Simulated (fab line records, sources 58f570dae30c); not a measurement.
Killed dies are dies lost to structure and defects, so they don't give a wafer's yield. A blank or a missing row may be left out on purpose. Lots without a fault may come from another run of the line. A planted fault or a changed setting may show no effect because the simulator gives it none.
Which tool did it? | flow berkeley_cmos170 | 8 lots, 24 wafers sampled, at 2 steps of a route of 331

WHAT THE GAUGES READ, wafer by wafer
UCB170_PLDD_TW_MEAS_11.
lot  | measured     | on            | PLDD_TW
L463 | day 6 17:12  | film_metro-02 | 1021 1020 1019
L465 | day 7 05:49  | film_metro-01 | 1015 1016 1023
L467 | day 7 23:40  | film_metro-04 | 1001 1004 1003
L468 | day 8 04:53  | film_metro-02 | 1028 1024 1023
L471 | day 8 22:14  | film_metro-04 | 1003 1001 1001
L473 | day 9 04:20  | film_metro-02 | 1015 1017 1012
L475 | day 9 17:42  | film_metro-02 | 890 886 889
L477 | day 10 06:29 | film_metro-04 | 888 884 890

WHICH TOOL RAN EACH LOT (tool, then ch and the chambers of the sampled wafers, then the start)
lot  | UCB170_PLDD_IMPLANT_09
L463 | implanter-04 ch 0, day 6 16:58
L465 | implanter-04 ch 0, day 7 05:35
L467 | implanter-03 ch 0, day 7 23:25
L468 | implanter-03 ch 0, day 8 04:38
L471 | implanter-04 ch 0, day 8 21:59
L473 | implanter-02 ch 0, day 9 04:05
L475 | implanter-04 ch 0, day 9 17:27
L477 | implanter-03 ch 0, day 10 06:16
- UCB170_PLDD_IMPLANT_09

THE ANSWER, worked out from the rows above alone
Rule: what is usual is taken from the lots themselves. Put in order of their means at a reading, lots are off if they are a third of the lots or fewer, leave a main group of 4 or more, and stand apart from it by a gap of 3 or more times the standard deviation of the main group's means; of several such gaps the widest counts. A main group whose means are all the same, to the digits that the tables above print for the reading, isn't used. A lot without any number at a reading at which 4 lots or more have one is off too. The other lots that the step has rows for count as sound.
Off: L475, L477, at UCB170_PLDD_TW_MEAS_11 (PLDD_TW). The main group: mean 1014, standard deviation 8.7.
A tool fits if, at a process step before that reading, it ran every lot that is off, and no sound lot after the first of them. The gauges at UCB170_PLDD_TW_MEAS_11 are tried like those tools. None of those tried fits.

WHAT THE SIMULATOR HAD PUT IN
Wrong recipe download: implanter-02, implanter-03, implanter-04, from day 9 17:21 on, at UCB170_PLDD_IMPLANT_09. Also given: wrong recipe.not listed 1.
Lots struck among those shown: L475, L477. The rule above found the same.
